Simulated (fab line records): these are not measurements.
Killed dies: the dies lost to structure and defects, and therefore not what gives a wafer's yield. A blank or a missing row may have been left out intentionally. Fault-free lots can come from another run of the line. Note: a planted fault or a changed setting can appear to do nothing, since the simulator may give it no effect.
Code-filled problem report in 8D (eight disciplines) form | flow berkeley-cmos170 | the parts of the form that need people (team, actions taken, sign-off) are left out

== 1. THE PROBLEM ==
Wafers free of any fault read 75.7 ohm/sq (standard deviation 0.31) for PSD_RS at UCB170_SDANNEAL_RS_MEAS_02, against a mean of 65.8 ohm/sq on 6 wafers of 2 lots. Measured from the usual mean, that is -32 standard deviations.
The step: measures by four-point-probe.
The first sign was on wafer L148.1 at day 9 13:09, on film-metro-03. Wafers with a number at this step in the record: 42, from 14 lots. Rule for "out", or "out of limits": more than 4 standard deviations from the usual mean. Any other wafer with a number is counted as sound.

== 2. WHAT IT IS, WHAT IT ISN'T ==
question                    | is                           | is not
which readings at this step | PSD_RS                       | -
which lots                  | L147, L148                   | L134, L135, L136, L137, L138, L140, L142, L144, L149, L150, L152, L153
which wafers of those lots  | all that have a number       | -
read on which gauges        | film-metro-01, film-metro-03 | film-metro-04
when                        | from day 9 13:09             | up to then (24 sound wafers); but 12 sound wafers of L149, L150, L152, L153 came after

== 3. WHAT RULES OUT EACH SUSPECT ==
Counting: a tool at any process step up to the reading remains a suspect when it ran all the lots that are out and ran no sound lot after the first of those.
- the gauge at UCB170_SDANNEAL_RS_MEAS_02 is ruled out. Those wafers that are out were read across 2 gauges (film-metro-01, film-metro-03).
- rtp-anneal-02 at UCB170_SDANNEAL_RTA_01 (time 5 s): kept. It ran every lot that is out, first L148 (day 9 13:06), and no sound lot after that; its last sound lot up to then is L140 (day 8 00:06). Its own lamp-power-pct, wafer_temp_C_max readings are out on those wafers.
Remaining after the count: rtp-anneal-02 at UCB170_SDANNEAL_RTA_01.

== 4. THE CAUSE (what the simulator had put in) ==
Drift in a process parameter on rtp-anneal-02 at UCB170_SDANNEAL_RTA_01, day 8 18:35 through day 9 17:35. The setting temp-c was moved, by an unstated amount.
Counting left only this tool.

== 5. SEQUENCE OF EFFECTS, ordered by route ==
Each row: a reading where the mean over the struck wafers with a number is more than 3 standard deviations away from the usual. Only readings whose record carries a usual standard deviation are examined. hours: median over the lots of the time between each lot's start at the first step of this table that gives one and its start at this step. sigmas: the change, counted in usual standard deviations.
hours | step                       | reading          | usual         | on struck wafers | change | sigmas
0     | UCB170_SDANNEAL_RTA_01     | lamp-power-pct   | 32.2 %        | 34.7             | +2.5   | +8.1
0     | UCB170_SDANNEAL_RTA_01     | wafer_temp_C_max | 1054.2        | 1080.6           | +26.4  | +26
0     | UCB170_SDANNEAL_RS_MEAS_02 | PSD_RS           | 75.7 ohm/sq   | 65.8             | -9.9   | -32
3     | UCB170_SDANNEAL_RS_MEAS_03 | NSD_RS           | 37.27 ohm/sq  | 35.64            | -1.63  | -24
6     | UCB170_SDANNEAL_RS_MEAS_04 | PLDD_RS          | 1032.2 ohm/sq | 1013.0           | -19.2  | -9.1
It contains these process steps:
- UCB170_SDANNEAL_RTA_01: time 5 s.

== 6. WHAT WOULD HAVE CAUGHT IT SOONER ==
Counted from the fault's start at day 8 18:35, it took 19 hours until the first out-of-limits reading at a measuring or inspecting step in this record, taken at day 9 13:09.
Tool's own readings at UCB170_SDANNEAL_RTA_01, lamp-power-pct, wafer_temp_C_max: out on all struck wafers the step has rows for; an alarm limit on them would have tripped on the first.
Among the 2 lots that are out, L147 began UCB170_SDANNEAL_RTA_01 on rtp-anneal-02 after day 9 13:09. Holding the tool at that time would have saved it.
